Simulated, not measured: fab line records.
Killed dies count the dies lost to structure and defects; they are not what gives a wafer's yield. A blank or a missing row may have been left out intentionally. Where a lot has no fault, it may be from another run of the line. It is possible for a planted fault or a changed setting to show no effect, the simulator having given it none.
Which tool was responsible? + flow berkeleyCmos170 + 7 lots with 21 wafers sampled at 2 steps, on a route of 331 steps

== WHAT THE GAUGES READ, wafer by wafer ==
UCB170_START_THK_MEAS_03.
| lot  | measured    | on           | START_OXIDE_THK (nm) |
|------|-------------|--------------|----------------------|
| L118 | day 2 10:08 | filmMetro-02 | 21.1 21.2 21.4       |
| L120 | day 2 21:27 | filmMetro-02 | 20.9 21.1 20.8       |
| L123 | day 3 10:29 | filmMetro-02 | 21.4 21.3 21.9       |
| L129 | day 4 18:45 | filmMetro-01 | 21.4 21.1 20.9       |
| L131 | day 5 03:28 | filmMetro-04 | 20.2 20.5 20.6       |
| L133 | day 5 12:35 | filmMetro-01 | 26.9 26.6 26.8       |
| L137 | day 6 11:08 | filmMetro-02 | 21.0 21.1 21.3       |

== WHAT TOOL EACH LOT RAN ON (gives the tool, then ch and the chambers of the sampled wafers, and finally the start) ==
| lot  | UCB170_START_OXIDATION_02    |
|------|------------------------------|
| L118 | furnace-02 ch 0, day 2 08:38 |
| L120 | furnace-01 ch 0, day 2 19:56 |
| L123 | furnace-02 ch 0, day 3 08:59 |
| L129 | furnace-04 ch 0, day 4 17:15 |
| L131 | furnace-01 ch 0, day 5 01:58 |
| L133 | furnace-02 ch 0, day 5 11:04 |
| L137 | furnace-01 ch 0, day 6 09:38 |
- UCB170_START_OXIDATION_02: target thk 20 nm, ox time 1800 s.

== THE ANSWER, worked out from the rows above alone ==
Rule: usual is defined by the lots themselves. Put in order of their means at a reading, lots are off if they are a third of the lots or fewer, leave a main group of 4 or more, and stand apart from it by a gap of 3 or more times the standard deviation of the main group's means; of several such gaps the widest counts. Not used: any main group whose means are identical at the precision the tables above print for the reading. A lot without any number at a reading at which 4 lots or more have one is off too. Where the step has rows for the other lots, those lots are counted as sound.
Off: L133, seen at UCB170_START_THK_MEAS_03 (START_OXIDE_THK). For the main group the mean is 21.1 nm and the standard deviation 0.33.
If a tool, at a process step before that reading, ran all the lots that are off and no sound lot after the first of them, it fits. Those tools and the gauges at UCB170_START_THK_MEAS_03 are tried in the same way. Can't be told from this: 2 tools fit, furnace-02 at UCB170_START_OXIDATION_02, filmMetro-01 at UCB170_START_THK_MEAS_03.

== WHAT HAD BEEN PUT IN BY THE SIMULATOR ==
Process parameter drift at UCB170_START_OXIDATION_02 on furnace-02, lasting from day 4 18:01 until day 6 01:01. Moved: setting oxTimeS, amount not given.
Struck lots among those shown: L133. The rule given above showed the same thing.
